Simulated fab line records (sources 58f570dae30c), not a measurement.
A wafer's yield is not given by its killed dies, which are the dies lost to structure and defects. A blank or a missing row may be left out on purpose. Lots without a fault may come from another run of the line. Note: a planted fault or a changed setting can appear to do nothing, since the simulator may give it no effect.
What tool caused it? / flow berkeley_cmos170 / 7 lots (21 wafers sampled), 1 step of a 331-step route

WHAT THE GAUGES READ, wafer by wafer
UCB170_START_THK_MEAS_03.
lot=L785; measured=day 2 00:38; on=film_metro-02; START_OXIDE_THK (nm)=20.6 20.3 20.4
lot=L787; measured=day 2 11:46; on=film_metro-01; START_OXIDE_THK (nm)=20.1 20.1 20.1
lot=L790; measured=day 3 01:19; on=film_metro-03; START_OXIDE_THK (nm)=20.3 20.1 20.3
lot=L794; measured=day 3 23:51; on=film_metro-01; START_OXIDE_THK (nm)=20.8 20.6 20.7
lot=L796; measured=day 4 08:20; on=film_metro-02; START_OXIDE_THK (nm)=20.8 20.9 20.8
lot=L799; measured=day 4 21:31; on=film_metro-03; START_OXIDE_THK (nm)=19.6 19.9 19.6
lot=L805; measured=day 6 03:53; on=film_metro-03; START_OXIDE_THK (nm)=20.6 20.4 19.8

EACH LOT AND THE TOOL THAT RAN IT (in order: tool; ch and the chambers of the sampled wafers; start)
Before these readings, the record contains no process step.

THE ANSWER, worked out from the rows above alone
Rule: usual is defined by the lots themselves. The widest of any qualifying gaps counts: lots, ordered by their means at a reading, are off when they make up no more than a third of the lots, leave a main group of 4 or more, and stand apart from it by 3 or more times the standard deviation of that group's means. Not used: any main group whose means are identical at the precision the tables above print for the reading. Also off: a lot with no number at a reading for which 4 or more lots have one. All remaining lots with rows at the step are treated as sound.
None of the lots is off at any reading shown; this tells nothing.

WHAT THE SIMULATOR HAD PUT IN
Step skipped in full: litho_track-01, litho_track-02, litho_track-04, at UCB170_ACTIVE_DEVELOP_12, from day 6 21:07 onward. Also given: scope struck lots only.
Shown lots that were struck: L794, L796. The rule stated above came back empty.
